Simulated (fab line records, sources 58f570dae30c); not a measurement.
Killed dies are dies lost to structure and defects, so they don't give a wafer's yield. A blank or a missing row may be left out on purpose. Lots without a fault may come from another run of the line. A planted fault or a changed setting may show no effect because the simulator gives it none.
One fault seen from 2 desks | flow berkeley_cmos170 | each desk has only its own numbers; what lay behind them comes last

THE TOOL OWNER'S DESK: implanter-01
The tool's own readings at UCB170_PFIELD_IMPLANT_07: means of the sampled wafers that have a number, for each lot that ran on this tool. A lot is out of limits, marked OUT, if its mean lies more than 4 standard deviations from the usual mean; the brackets give that distance.
Columns: A = dose_ions_cm2 at UCB170_PFIELD_IMPLANT_07, usual 1.9999e+13
lot  | first seen here | A
L306 | day 3 19:36     | 2.0006e+13
L316 | day 6 05:32     | 1.9386e+13 (-27) OUT
L315 | day 6 06:43     | 1.9349e+13 (-28) OUT
This desk's finding: out of limits on L315, L316; first on L316, day 6 05:32 (dose_ions_cm2 at UCB170_PFIELD_IMPLANT_07). In limits: L306.

THE METROLOGY DESK
What the gauges read, lot by lot, whatever tool the lot ran on: means of the sampled wafers that have a number. A lot is out of limits, marked OUT, if its mean lies more than 4 standard deviations from the usual mean; the brackets give that distance.
Columns: A = ACTIVE_OVL at UCB170_ACTIVE_OVL_MEAS_14, usual 1 nm; B = cd_nm at UCB170_ACTIVE_CD_MEAS_90, usual 1200.4 nm; C = PFIELD_OVL at UCB170_PFIELD_OVL_MEAS_06, usual -1 nm
lot  | first seen here | A  | B      | C
L306 | day 3 16:43     | 4  | 1198.4 | -0
L308 | day 4 22:59     | 6  | 1199.2 | 5
L316 | day 6 03:22     | -1 | 1200.3 | -5
L315 | day 6 04:04     | -1 | 1199.2 | 3
L323 | day 7 07:36     | 7  | 1201.6 | -1
L324 | day 7 22:16     | -1 | 1199.0 | -3
This desk's finding: nothing out of limits on any of the 6 lots.

PUT TOGETHER
The tool owner's desk could have raised an alarm at day 6 05:32, on L315, L316.
The metrology desk saw nothing out of limits.
The metrology desk has L315, L316 on record, within its limits.
Of the lots named, all ran UCB170_PFIELD_IMPLANT_07 on implanter-01.

WHAT THE SIMULATOR HAD PUT IN
Process parameter drift: implanter-01, from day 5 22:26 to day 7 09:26, at UCB170_PFIELD_IMPLANT_07. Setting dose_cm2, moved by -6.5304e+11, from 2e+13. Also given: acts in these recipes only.
Lots struck among those shown: L315, L316.
Hours from the fault's start to each desk's first reading out of limits: the tool owner's desk, 7.
